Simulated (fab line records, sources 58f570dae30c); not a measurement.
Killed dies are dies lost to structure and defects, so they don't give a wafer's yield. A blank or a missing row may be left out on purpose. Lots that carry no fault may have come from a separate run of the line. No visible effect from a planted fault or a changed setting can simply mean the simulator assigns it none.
Chamber matching | flow berkeleyCmos170 | UCB170_V1_CVD_00 on pecvd-02: 3 sister chambers
The step deposits SiO2 from TEOS/O2, target thk 2000 nm, time 250 s. 3 wafers are shown with their chamber, then 7 later ones without.

## EACH WAFER AND ITS CHAMBER
wafer  | chamber | heaterPowerW (W)
L980.6 | 0       | 192
L982.3 | 1       | 352
L982.5 | 2       | 200

## WAFERS WITHOUT THEIR CHAMBER
wafer  | heaterPowerW (W)
L982.6 | 266
L990.1 | 312
L990.3 | 229
L990.4 | 245
L994.1 | 243
L994.2 | 221
L994.5 | 298

## WHICH CHAMBER EACH ONE RAN IN
wafer  | from the rows above          | in truth
L982.6 | can't be placed: 2 or 0 or 1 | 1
L990.1 | can't be placed: 1 or 2 or 0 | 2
L990.3 | can't be placed: 2 or 0      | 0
L990.4 | can't be placed: 2 or 0 or 1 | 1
L994.1 | can't be placed: 2 or 0 or 1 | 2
L994.2 | can't be placed: 2 or 0      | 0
L994.5 | can't be placed: 1 or 2 or 0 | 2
Placed correctly: 0 of 7. Unplaceable from these rows: 7, with the true chamber sitting among the candidates in 7. Number placed wrongly: 0.
How it was worked out, from the rows above alone: a wafer's distance from a chamber is the root of the sum, over the readings, of the square of ((its reading less the chamber's mean) divided by the reading's scatter). If the next closest chamber is less than 2 further off than the closest, the wafer can't be placed; otherwise it belongs to the closest. A chamber's mean is the mean of its shown wafers. The scatter: with one shown wafer a chamber, the root of the mean of the squares of how far each hidden wafer lies from its nearest shown one.
